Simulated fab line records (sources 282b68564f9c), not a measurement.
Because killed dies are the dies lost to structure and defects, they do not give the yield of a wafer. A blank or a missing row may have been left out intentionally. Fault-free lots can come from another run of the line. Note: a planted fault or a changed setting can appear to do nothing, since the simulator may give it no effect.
Which of the tools did it? + flow ritCmos + 45 wafers sampled from 15 lots at 1 step of a route of 202

== WHAT THE GAUGES SHOWED, per wafer ==
Not one reading of a measure or inspect step in the record can be checked against a usual standard deviation.

== EACH LOT AND THE TOOL THAT RAN IT (in order: tool; ch and the chambers of the sampled wafers; start) ==
| lot  | RIT_PWELL_EXPOSE_03               |
|------|-----------------------------------|
| L227 | ilineStepper-01 ch 0, day 2 10:23 |
| L228 | ilineStepper-02 ch 0, day 2 14:37 |
| L229 | ilineStepper-01 ch 0, day 2 18:26 |
| L230 | ilineStepper-02 ch 0, day 3 02:10 |
| L231 | ilineStepper-01 ch 0, day 3 05:34 |
| L232 | ilineStepper-02 ch 0, day 3 10:25 |
| L233 | ilineStepper-01 ch 0, day 3 19:43 |
| L241 | ilineStepper-02, day 5 08:54      |
| L242 | ilineStepper-01, day 5 19:54      |
| L243 | ilineStepper-02, day 5 21:07      |
| L244 | ilineStepper-01 ch 0, day 6 00:56 |
| L245 | ilineStepper-01 ch 0, day 6 14:56 |
| L246 | ilineStepper-02 ch 0, day 6 15:24 |
| L247 | ilineStepper-01 ch 0, day 7 05:10 |
| L248 | ilineStepper-02 ch 0, day 7 05:36 |
- RIT_PWELL_EXPOSE_03: exposes mask M3, target cd 43700 nm.

== WHAT THE TOOLS THEMSELVES READ (means of the sampled wafers that have a number; where no wafer has one, the mark that the record gives instead) ==
RIT_PWELL_EXPOSE_03.
| lot  | tool            | exposureDoseMJCm2 | focusOffsetNm (nm) |
|------|-----------------|-------------------|--------------------|
| L227 | ilineStepper-01 | 250.14            | -0.2               |
| L228 | ilineStepper-02 | 250.26            | -0.6               |
| L229 | ilineStepper-01 | 250.34            | 0.1                |
| L230 | ilineStepper-02 | 249.94            | 0.1                |
| L231 | ilineStepper-01 | 250.26            | -0.0               |
| L232 | ilineStepper-02 | 250.17            | 0.3                |
| L233 | ilineStepper-01 | 250.02            | 0.1                |
| L241 | ilineStepper-02 | -                 | -                  |
| L242 | ilineStepper-01 | -                 | -                  |
| L243 | ilineStepper-02 | -                 | -                  |
| L244 | ilineStepper-01 | 249.90            | -0.0               |
| L245 | ilineStepper-01 | 250.35            | 0.4                |
| L246 | ilineStepper-02 | 249.86            | -0.9               |
| L247 | ilineStepper-01 | 250.12            | -0.2               |
| L248 | ilineStepper-02 | 250.18            | -0.2               |

== THE ANSWER, worked out from the rows above alone ==
Rule: what is usual is taken from the lots themselves. The widest of any qualifying gaps counts: lots, ordered by their means at a reading, are off when they make up no more than a third of the lots, leave a main group of 4 or more, and stand apart from it by 3 or more times the standard deviation of that group's means. If all means in a main group match to the digits the tables above print for the reading, that group is not used. A lot without any number at a reading at which 4 lots or more have one is off too. The other lots that the step has rows for count as sound. Order of review: gauges by route order, followed by the tools' own readings, for which a lot's mean as printed above is used. The first step at which some lot is off is used, and at that step the reading that is off furthest; a lot without a number counts as furthest.
Off, at RIT_PWELL_EXPOSE_03 on exposureDoseMJCm2: L241, L242, L243. Without a number there: L241, L242, L243. The main group: mean 250.13, standard deviation 0.16.
If a tool, at that step or one of the process steps before it, ran each lot that is off and ran no sound lot following the first of them, it fits. Not one of the candidates tried fits.

== WHAT WAS PUT IN BY THE SIMULATOR ==
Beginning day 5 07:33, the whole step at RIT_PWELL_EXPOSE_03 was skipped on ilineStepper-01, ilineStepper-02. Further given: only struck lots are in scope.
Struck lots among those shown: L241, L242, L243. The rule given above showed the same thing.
